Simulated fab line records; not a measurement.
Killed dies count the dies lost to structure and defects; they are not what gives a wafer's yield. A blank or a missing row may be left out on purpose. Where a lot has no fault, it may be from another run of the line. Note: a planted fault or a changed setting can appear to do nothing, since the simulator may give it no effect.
A lot that was struck, set against a sound lot    flow rit_cmos    18 steps out of a route of 202
Sound: these wafers, L618.1, L618.3, L618.6. Wafers struck: L625.3, L625.4, L625.5. The cause comes at the end.
Order at every step that has rows: each side's tool, ch and its chambers, its first start. Under that, the readings that differ: sound wafers    struck wafers    difference of the means    sigmas: that difference in standard deviations of wafers without a fault.
alike: a reading whose means differ by less than 2 such deviations, as well as words and numbers matching on both sides. not compared: withheld readings; readings where some wafer has no value; bounds like >300 that might hide an equal value; numbers whose values overlap and for which the record gives no deviation.
A row with sigmas, a row that says differs or no value, or rows on one side alone: a step with any of these is where the two part. Non-overlapping numbers with no deviation appear without sigmas and do not part them. Lack of a reading on every wafer of one side parts them only where that side has two or more wafers.

first, 1 step without rows for these wafers: RIT_PLDD_IMPLANT_08.
RIT_PLDD_STRIP_09: strips in O2, time 180 s.
  sound on plasma_asher-03 ch 0,1, day 3 05:31; struck on plasma_asher-03 ch 0,1, day 4 17:40
  alike: drypump_motor_current_A
  not compared: rf_hours_counter_h
RIT_PLDD_TW_MEAS_10:
  sound on film_metro-03 at day 3 05:41; struck on film_metro-04 at day 4 17:49
  alike: PLDD_TW
then, 4 steps without rows for these wafers: RIT_SPACER_CLEAN_00 (cleans in SC1, time 600 s); RIT_SPACER_CLEAN_01 (cleans in dHF, time 30 s); RIT_SPACER_CLEAN_02 (cleans in SC2, time 600 s); RIT_SPACER_CVD_03 (deposits Si3N4 from SiH2Cl2/NH3, target thk 250 nm, time 3300 s).
RIT_SPACER_THK_MEAS_04:
  sound on film_metro-03 at day 3 08:14; struck on film_metro-04 at day 4 20:09
  alike: SPACER_NITRIDE_THK
RIT_SPACER_ETCHBACK_05: etches Si3N4 in SF6/CHF3, stops on SiO2, target depth 250 nm, time 240 s.
  sound on rie_diel-01 ch 1,2,3, day 3 08:17; struck on rie_diel-01 ch 0,1,2, day 4 20:11
  alike: drypump_motor_current_A, oes_product_au, throttle_valve_pct
  not compared: rf_hours_counter_h
then, 3 steps without rows for these wafers: RIT_NSD_HMDS_00 (prime time 60 s); RIT_NSD_COAT_01 (resist thk 1000 nm); RIT_NSD_SOFTBAKE_02 (time 60 s).
RIT_NSD_EXPOSE_03: exposes mask M9, target cd 40700 nm.
  sound on iline_stepper-02 ch 0, day 3 08:53; struck on iline_stepper-02 ch 0, day 4 20:50
reading                      sound                 struck             difference  sigmas
model.NSD.overlay_x_nm (nm)  -1.778 -1.778 -1.778  359.5 359.5 359.5  +361.3      
  alike: mask, reticle_temp_C
then, 2 steps without rows for these wafers: RIT_NSD_PEB_04; RIT_NSD_DEVELOP_05 (develop time 50 s).
RIT_NSD_OVL_MEAS_06:
  sound on overlay-02 at day 3 09:22; struck on overlay-02 at day 4 21:28
reading       sound           struck             difference  sigmas
NSD_OVL (nm)  -1.7 -2.9 -2.7  357.5 358.8 360.2  +361.3      +99 or more
then, 1 step without rows for these wafers: RIT_NSD_HARDBAKE_07 (time 60 s).
RIT_M1_PROBE_99:
  sound on prober-01 at day 3 19:40; struck on prober-02 at day 5 10:48
reading                               sound              struck             difference  sigmas
model.etest.npoly_line.line_ohm_um    162.9 162.9 164.2  170.9 166.2 165.4  +4.2        
model.etest.ppoly_line.line_ohm_um    159.1 158.3 156.3  162.8 159.3 160.6  +3.0        
model.etest.npoly_line.width_nm (nm)  103.1 104 103.2    101.5 103 103      -0.9        
model.etest.ppoly_line.width_nm (nm)  104.5 104.8 104.5  102 104.4 103.9    -1          
  alike: killed_at_front_end, killed_dies, killed_open, killed_short
  not compared: model.etest.pmos_0p15.r_on_ohm_um, model.etest.nmos_0p15.r_on_ohm_um, model.etest.nmos_0p15.drive_ua_um, model.etest.pmos_0p15.drive_ua_um

== WHERE THEY PART ==
Only at RIT_NSD_OVL_MEAS_06, within this record. Later steps at which nothing parts them and some readings are alike: RIT_M1_PROBE_99.

WHY: what the simulator had put in
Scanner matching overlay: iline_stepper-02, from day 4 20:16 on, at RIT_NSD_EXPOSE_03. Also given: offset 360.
